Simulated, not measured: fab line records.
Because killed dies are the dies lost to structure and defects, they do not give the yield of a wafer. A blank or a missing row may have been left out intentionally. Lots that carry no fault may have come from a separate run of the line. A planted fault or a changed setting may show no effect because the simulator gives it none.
Which of the tools did it?    flow rit-cmos    14 lots, 42 wafers sampled, at 3 steps of a route of 202

## WHAT THE GAUGES READ, wafer by wafer
RIT_NLDD_TW_MEAS_10. Usual: for NLDD_TW the level is 2509 and the standard deviation is 35.
lot   measured     on             NLDD_TW         flag
L384  day 2 18:11  film-metro-04  2519 2507 2510  
L385  day 2 22:55  film-metro-04  2514 2514 2519  
L386  day 3 04:14  film-metro-04  2522 2520 2516  
L387  day 3 09:26  film-metro-04  2523 2506 2515  
L388  day 3 15:25  film-metro-04  2526 2513 2514  
L389  day 3 23:08  film-metro-04  2507 2519 2510  
L390  day 4 00:52  film-metro-04  2518 2519 2502  
L391  day 4 05:20  film-metro-04  2507 2502 2516  
L392  day 4 13:14  film-metro-02  2459 2466 2457  
L398  day 5 17:11  film-metro-01  2874 2876 2879  OFF
L402  day 6 12:49  film-metro-04  2804 2814 2814  OFF
L404  day 6 22:39  film-metro-04  2497 2485 2486  
L405  day 7 02:09  film-metro-02  2448 2450 2461  
L406  day 7 09:37  film-metro-04  2487 2500 2474  

RIT_SDANNEAL_RS_MEAS_07: measurement is done with a four-point probe. Usual: for NLDD_RS the level is 151.7 ohm/sq and the standard deviation is 0.54.
lot   measured     on             NLDD_RS (ohm/sq)   flag
L384  day 3 03:12  film-metro-04  151.6 151.3 151.4  
L385  day 3 06:53  film-metro-01  151.7 152.0 152.0  
L386  day 3 12:25  film-metro-01  151.4 151.7 151.9  
L387  day 3 17:25  film-metro-04  151.7 152.3 152.1  
L388  day 3 23:25  film-metro-02  151.4 150.9 151.8  
L389  day 4 06:45  film-metro-02  153.4 153.2 152.9  
L390  day 4 08:50  film-metro-04  151.2 151.0 150.9  
L391  day 4 13:34  film-metro-01  151.3 151.9 151.7  
L392  day 4 21:16  film-metro-02  152.5 152.7 152.3  
L398  day 6 02:00  film-metro-04  103.4 103.3 103.3  OFF
L402  day 6 21:03  film-metro-04  103.5 103.7 103.9  OFF
L404  day 7 06:43  film-metro-04  151.3 151.4 151.5  
L405  day 7 10:12  film-metro-02  151.4 152.0 151.4  
L406  day 7 17:27  film-metro-01  151.8 152.0 151.6  

## WHAT TOOL EACH LOT RAN ON (gives the tool, then ch and the chambers of the sampled wafers, and finally the start)
lot   RIT_NLDD_IMPLANT_08
L384  implanter-01 ch 0, day 2 17:52
L385  implanter-01 ch 0, day 2 22:37
L386  implanter-02 ch 0, day 3 03:55
L387  implanter-04 ch 0, day 3 09:07
L388  implanter-01 ch 0, day 3 15:05
L389  implanter-01 ch 0, day 3 22:50
L390  implanter-01 ch 0, day 4 00:33
L391  implanter-02 ch 0, day 4 05:01
L392  implanter-02 ch 0, day 4 12:55
L398  implanter-02 ch 0, day 5 16:53
L402  implanter-02 ch 0, day 6 12:30
L404  implanter-04 ch 0, day 6 22:21
L405  implanter-04 ch 0, day 7 01:49
L406  implanter-01 ch 0, day 7 09:17
- RIT_NLDD_IMPLANT_08

## AS READ BY THE TOOLS THEMSELVES (means over the sampled wafers that have a number; for cases with no such wafer, the mark the record gives instead)
RIT_NLDD_IMPLANT_08. Usual: dose-ions-cm2 5.001e+14, standard deviation 5.7e+11; end-station-pressure-torr 6.3e-06 Torr, standard deviation 3e-07; faraday-current-uA 1573, standard deviation 31.
lot   tool          dose-ions-cm2  end-station-pressure-torr (Torr)  faraday-current-uA  flag
L384  implanter-01  5.002e+14      6.1e-06                           1578                
L385  implanter-01  5.003e+14      6.3e-06                           1564                
L386  implanter-02  5.001e+14      6.0e-06                           1575                
L387  implanter-04  5.009e+14      6.3e-06                           1608                
L388  implanter-01  4.998e+14      6.3e-06                           1574                
L389  implanter-01  4.997e+14      6.3e-06                           1615                
L390  implanter-01  4.999e+14      6.2e-06                           1576                
L391  implanter-02  5.001e+14      6.7e-06                           1566                
L392  implanter-02  4.996e+14      6.3e-06                           1562                
L398  implanter-02  7.997e+14      7.3e-06                           2522                OFF
L402  implanter-02  8.003e+14      6.9e-06                           2508                OFF
L404  implanter-04  4.999e+14      6.3e-06                           1565                
L405  implanter-04  4.995e+14      6.0e-06                           1572                
L406  implanter-01  5.002e+14      6.4e-06                           1541                

## THE ANSWER, worked out from the rows above alone
Rule: a lot is off if the mean of its wafers that have a number lies more than 3 standard deviations from the usual mean. A lot without any number at a reading at which 4 lots or more have one is off too. All remaining lots with rows at the step are treated as sound. After the gauges, taken in route order, come the tools' own readings; for these a lot's mean is taken, as printed above. At the first step where some lot is off, the reading lying furthest off is the one used; lots without a number count as furthest.
Off: L398, L402, seen at RIT_NLDD_TW_MEAS_10 (NLDD_TW).
A tool fits if, at a process step before that reading, it ran every lot that is off, and no sound lot after the first of them. The gauges at RIT_NLDD_TW_MEAS_10 aren't tried: what is off there is off at RIT_NLDD_IMPLANT_08 too, on other tools, and a gauge's error can't cause that. One fits: implanter-02 at RIT_NLDD_IMPLANT_08. Its last sound lot is L392 (day 4 12:55), its first lot that is off L398 (day 5 16:53): a fault that began between those two fits.
The tool's own readings at RIT_NLDD_IMPLANT_08 bear it out: on the lots that are off they differ by more than 5 times the standard deviation of the sound lots' means. dose-ions-cm2 reads 8.000e+14 there against 5.000e+14 on the sound lots; faraday-current-uA reads 2515 there against 1575 on the sound lots.

## WHAT THE SIMULATOR HAD INSERTED
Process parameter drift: implanter-02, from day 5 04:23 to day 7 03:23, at RIT_NLDD_IMPLANT_08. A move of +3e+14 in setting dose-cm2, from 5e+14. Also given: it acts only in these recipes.
Shown lots that were struck: L398, L402. Same finding as the rule above.
